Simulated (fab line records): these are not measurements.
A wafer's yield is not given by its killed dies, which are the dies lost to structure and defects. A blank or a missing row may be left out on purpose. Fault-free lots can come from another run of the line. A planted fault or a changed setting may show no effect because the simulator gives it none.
One fault through the eyes of 2 desks    flow berkeley_cmos170    each desk holds nothing but its own numbers, with what lay behind them at the end

== TOOL OWNER'S DESK, litho_track-04 ==
UCB170_NLDD_PEB_04, tool's own readings: per-lot mean of the sampled wafers with a number, covering each lot this tool ran. The brackets show how far a lot's mean lies from the usual mean; more than 4 standard deviations puts the lot out of limits, marked OUT.
Columns: A = exhaust_pa at UCB170_NLDD_PEB_04, usual 45.0 Pa
lot   first seen here  A
L486  day 7 16:20      45.8
L489  day 7 21:05      45.7
L490  day 7 22:00      45.0
L492  day 8 16:31      46.2
L493  day 8 16:46      45.5
L491  day 8 17:04      44.4
L497  day 9 00:36      44.9
This desk found nothing out of limits on any of the 7 lots.

== FROM THE METROLOGY DESK ==
Lot by lot, what the gauges showed, no matter which tool ran the lot: averages of those sampled wafers that carry a number. The brackets show how far a lot's mean lies from the usual mean; more than 4 standard deviations puts the lot out of limits, marked OUT.
Columns: A = cd_nm at UCB170_GATE_CD_MEAS_12, usual 349.8 nm; B = cd_nm at UCB170_NLDD_CD_MEAS_06, usual 1200.0 nm; C = NLDD_OVL at UCB170_NLDD_OVL_MEAS_07, usual -1 nm
lot   first seen here  A      B                 C
L487  day 7 09:20      349.3  1199.0            -3
L486  day 7 09:37      351.5  1200.3            4
L489  day 7 16:26      350.5  1199.9            1
L488  day 7 16:46      349.2  1200.7            2
L490  day 7 17:26      349.1  1199.4            7
L492  day 8 12:31      347.9  1199.3            -12
L493  day 8 12:37      350.4  1223.5 (+20) OUT  -8
L491  day 8 12:55      347.7  1221.3 (+18) OUT  4
L497  day 8 21:05      349.5  1215.1 (+13) OUT  -3
L496  day 8 21:21      352.1  1200.7            -1
L501  day 10 06:08     350.8  1199.3            1
L502  day 10 06:23     349.8  1197.8            -1
L504  day 10 20:44     352.4  1200.5            3
L506  day 11 16:18     352.2  1200.1            3
L508  day 12 03:02     349.4  1201.5            -7
Finding of this desk: L491, L493, L497 out of limits; the first was L493 at day 8 17:02, on cd_nm at UCB170_NLDD_CD_MEAS_06. L487, L486, L489, L488, L490, L492, L496, L501, L502, L504, L506, L508 stayed within limits.

== BROUGHT TOGETHER ==
The metrology desk could have raised an alarm at day 8 17:02, on L491, L493, L497.
Nothing out of limits was seen by the tool owner's desk.
Tool owner's desk: L491, L493, L497 on record, inside its limits.
On litho_track-04, each named lot ran UCB170_NLDD_PEB_04.

== WHAT WAS PUT IN BY THE SIMULATOR ==
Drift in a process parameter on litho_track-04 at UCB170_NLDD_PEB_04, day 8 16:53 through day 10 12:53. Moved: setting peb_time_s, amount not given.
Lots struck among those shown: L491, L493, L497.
Delay in hours, fault start to first out-of-limits reading, per desk: metrology desk 0.
